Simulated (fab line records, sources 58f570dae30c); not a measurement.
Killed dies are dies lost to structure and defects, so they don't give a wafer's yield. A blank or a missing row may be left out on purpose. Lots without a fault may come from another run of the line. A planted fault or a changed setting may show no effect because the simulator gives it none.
Problem report in the 8D (eight disciplines) form, filled by code | flow berkeley_cmos170 | the parts of the form that need people (team, actions taken, sign-off) are left out

1. THE PROBLEM
V2_TEOS_THK at UCB170_V2_THK_MEAS_01 reads a mean of 2176 nm on 6 wafers of 2 lots; wafers without a fault read 2002 nm with a standard deviation of 32. That is +5.4 standard deviations from the usual mean.
First seen on wafer L664.3, day 10 15:37, on film_metro-04. The record holds 42 wafers of 14 lots with a number at this step. Rule for "out", or "out of limits": more than 4 standard deviations from the usual mean. The other wafers with a number count as sound.

2. WHAT IT IS AND WHAT IT IS NOT
question                    | is                     | is not
which readings at this step | V2_TEOS_THK            | -
which lots                  | L664, L672             | L654, L655, L656, L659, L660, L661, L662, L663, L668, L673, L674, L675
which wafers of those lots  | all that have a number | -
read on which gauges        | film_metro-04          | film_metro-01, film_metro-02
when                        | from day 10 15:37      | up to then (27 sound wafers); but 9 sound wafers of L673, L674, L675 came after

3. SUSPECTS, AND WHAT RULES EACH OUT
Counting: a tool at a process step up to the reading stays a suspect if it ran every lot that is out and no sound lot after the first of them.
- the gauge at UCB170_V2_THK_MEAS_01: ruled out. All the wafers that are out were read on film_metro-04, but those of them that UCB170_V2_CVD_00 has rows for are out there too, on other tools.
- pecvd-04 at UCB170_V2_CVD_00 (deposits SiO2 from TEOS/O2, target thk 2000 nm, time 250 s): kept. It ran every lot that is out, first L664 (day 10 15:26), and no sound lot after that; its last sound lot up to then is L668 (day 10 14:32). Its own readings are out on those wafers: run_length_s.
Left after counting: pecvd-04 at UCB170_V2_CVD_00.

4. THE CAUSE (what the simulator had put in)
Process parameter drift: pecvd-04, from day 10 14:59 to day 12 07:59, at UCB170_V2_CVD_00. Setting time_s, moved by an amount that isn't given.
Counting left only this tool.

5. THE CHAIN OF EFFECTS, in route order
Each row: a reading whose mean over the struck wafers that have a number lies more than 3 standard deviations from the usual. Only readings for which the record gives a usual standard deviation are gone through. hours: the time from each lot's start at the first step in this table that gives one to its start at this step, as a median over the lots. sigmas: the change in usual standard deviations.
hours | step                  | reading      | usual   | on struck wafers | change | sigmas
0     | UCB170_V2_CVD_00      | run_length_s | 277.9 s | 296.8            | +18.9  | +38
0     | UCB170_V2_THK_MEAS_01 | V2_TEOS_THK  | 2002 nm | 2176             | +174   | +5.4
The process steps in it:
- UCB170_V2_CVD_00: deposits SiO2 from TEOS/O2, target thk 2000 nm, time 250 s.

6. WHAT WOULD HAVE CAUGHT IT SOONER
In this record the first reading out of limits at a measuring or inspecting step was taken at day 10 15:37, 1 hour after the fault began at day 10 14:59.
The tool's own readings at UCB170_V2_CVD_00 were out on every struck wafer that the step has a row for (run_length_s): an alarm limit on them would have fired on the first of those.
Of the lots that are out (2), L672 began UCB170_V2_CVD_00 on pecvd-04 after day 10 15:37. A hold on the tool at that time would have spared it.
